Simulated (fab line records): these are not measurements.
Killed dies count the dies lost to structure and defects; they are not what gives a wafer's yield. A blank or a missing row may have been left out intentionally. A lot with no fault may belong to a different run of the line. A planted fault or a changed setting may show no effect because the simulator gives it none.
Chamber matching | flow berkeley_cmos170 | pecvd-01 running UCB170_V1_CVD_00: 3 sister chambers
The step deposits SiO2 from TEOS/O2, target thk 2000 nm, time 250 s. 3 wafers are shown with their chamber, then 7 later ones without.

## WAFERS, EACH WITH ITS CHAMBER
wafer  | chamber | heater_power_w (W)
L259.3 | 2       | 218
L259.5 | 1       | 294
L270.4 | 0       | 155

## WAFERS WITHOUT THEIR CHAMBER
wafer  | heater_power_w (W)
L270.5 | 300
L269.1 | 176
L269.3 | 202
L269.4 | 296
L271.2 | 380
L271.4 | 152
L271.6 | 288

## CHAMBER TAKEN BY EACH
wafer  | from the rows above     | in truth
L270.5 | 1                       | 1
L269.1 | can't be placed: 0 or 2 | 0
L269.3 | can't be placed: 2 or 0 | 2
L269.4 | 1                       | 1
L271.2 | 1                       | 1
L271.4 | can't be placed: 0 or 2 | 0
L271.6 | can't be placed: 1 or 2 | 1
Correct placement for 3 of the 7. Can't be placed from these rows: 4 (the true chamber is among the candidates in 4). Placed wrongly: 0.
How it was worked out, from the rows above alone: a wafer's distance from a chamber is the root of the sum, over the readings, of the square of ((its reading less the chamber's mean) divided by the reading's scatter). If the next closest chamber is less than 2 further off than the closest, the wafer can't be placed; otherwise it belongs to the closest. Each chamber's mean is taken over the wafers shown for it. The scatter (one wafer shown for each chamber): square how far every hidden wafer sits from the nearest shown wafer, average those squares and take the square root.
